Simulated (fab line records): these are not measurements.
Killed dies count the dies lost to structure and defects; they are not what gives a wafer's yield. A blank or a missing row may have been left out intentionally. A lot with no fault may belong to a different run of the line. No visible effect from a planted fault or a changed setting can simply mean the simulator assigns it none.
Which tool is to blame?	flow berkeley-cmos170	14 lots, 40 wafers sampled, at 3 steps of a route of 331

WHAT THE GAUGES READ, wafer by wafer
UCB170_PFIELD_TW_MEAS_09.
lot	measured	on	PFIELD_TW
L135	day 5 12:32	film-metro-02	606 606 609
L140	day 5 21:27	film-metro-02	607 607 611
L139	day 5 21:41	film-metro-01	603 610 603
L138	day 5 21:55	film-metro-02	609 608 608
L141	day 6 14:17	film-metro-02	611 603 606
L142	day 6 14:31	film-metro-01	601 598 602
L146	day 7 04:16	film-metro-01	602 599 597
L144	day 7 04:32	film-metro-04	618 618 618
L150	day 7 16:30	film-metro-04	613 617 619
L147	day 7 16:43	film-metro-01	598 602 599
L149	day 7 17:31	film-metro-04	615
L154	day 8 10:57	film-metro-04	617 617 619
L157	day 8 20:21	film-metro-04	620 617 618
L156	day 8 22:09	film-metro-02	605 610 604

UCB170_SACOX_THK_MEAS_02.
lot	measured	on	SACOX_OXIDE_THK (nm)
L135	day 6 06:58	film-metro-03	14.5 14.6 14.7
L140	day 6 17:29	film-metro-01	14.9 14.8 14.8
L139	day 6 17:32	film-metro-02	14.8 14.9 15.0
L138	day 6 17:28	film-metro-03	14.8 14.9 14.6
L141	day 7 09:31	film-metro-02	14.3 14.4 14.2
L142	day 7 09:30	film-metro-03	14.6 14.5 14.6
L146	day 7 20:57	film-metro-01	14.1 14.2 14.1
L144	day 7 20:56	film-metro-03	14.1 14.0 13.9
L150	day 8 07:25	film-metro-01	14.3 14.7 14.3
L147	day 8 07:26	film-metro-02	14.5 14.4 14.3
L149	day 8 07:26	film-metro-03	14.3
L154	day 9 08:03	film-metro-01	14.3 14.5 14.3
L157	day 9 22:47	film-metro-01	14.1 13.9 13.9
L156	day 9 22:44	film-metro-03	14.1 13.8 13.9

UCB170_GATE_THK_MEAS_05.
lot	measured	on	GATE_POLY_THK (nm)
L135	day 7 04:23	film-metro-03	212.1 213.4 214.3
L140	day 7 17:56	film-metro-01	214.7 214.8 214.7
L139	day 7 17:58	film-metro-03	210.6 213.6 210.0
L138	day 7 17:55	film-metro-02	211.6 212.4 211.4
L141	day 8 09:17	film-metro-03	216.0 212.9 215.7
L142	day 8 09:16	film-metro-02	211.6 212.6 212.2
L146	day 8 20:25	film-metro-02	211.0 211.9 210.3
L144	day 8 20:23	film-metro-01	209.8 211.4 209.9
L150	day 9 09:12	film-metro-03	212.7 213.4 212.9
L147	day 9 09:09	film-metro-02	212.9 214.6 212.3
L149	day 9 09:13	film-metro-02	216.7
L154	day 10 13:25	film-metro-01	216.5 217.6 218.0
L157	day 10 18:26	film-metro-02	214.9 213.9 213.1
L156	day 10 18:26	film-metro-01	212.2 210.7 213.3

TOOL THAT RAN EACH LOT (tool first, then ch and the chambers of the sampled wafers, then the start)
The record holds no process step before these readings.

AS READ BY THE TOOLS THEMSELVES (means over the sampled wafers that have a number; for cases with no such wafer, the mark the record gives instead)
The record holds no such reading with a usual standard deviation.

THE ANSWER, worked out from the rows above alone
Rule: the usual values come from the lots themselves. The widest of any qualifying gaps counts: lots, ordered by their means at a reading, are off when they make up no more than a third of the lots, leave a main group of 4 or more, and stand apart from it by 3 or more times the standard deviation of that group's means. Not used: any main group whose means are identical at the precision the tables above print for the reading. A lot without any number at a reading at which 4 lots or more have one is off too. Where the step has rows for the other lots, those lots are counted as sound. After the gauges, taken in route order, come the tools' own readings; for these a lot's mean is taken, as printed above. At the first step where some lot is off, the reading lying furthest off is the one used; lots without a number count as furthest.
Nothing can be told from this: no lot is off at any reading shown.

WHAT THE SIMULATOR PUT IN
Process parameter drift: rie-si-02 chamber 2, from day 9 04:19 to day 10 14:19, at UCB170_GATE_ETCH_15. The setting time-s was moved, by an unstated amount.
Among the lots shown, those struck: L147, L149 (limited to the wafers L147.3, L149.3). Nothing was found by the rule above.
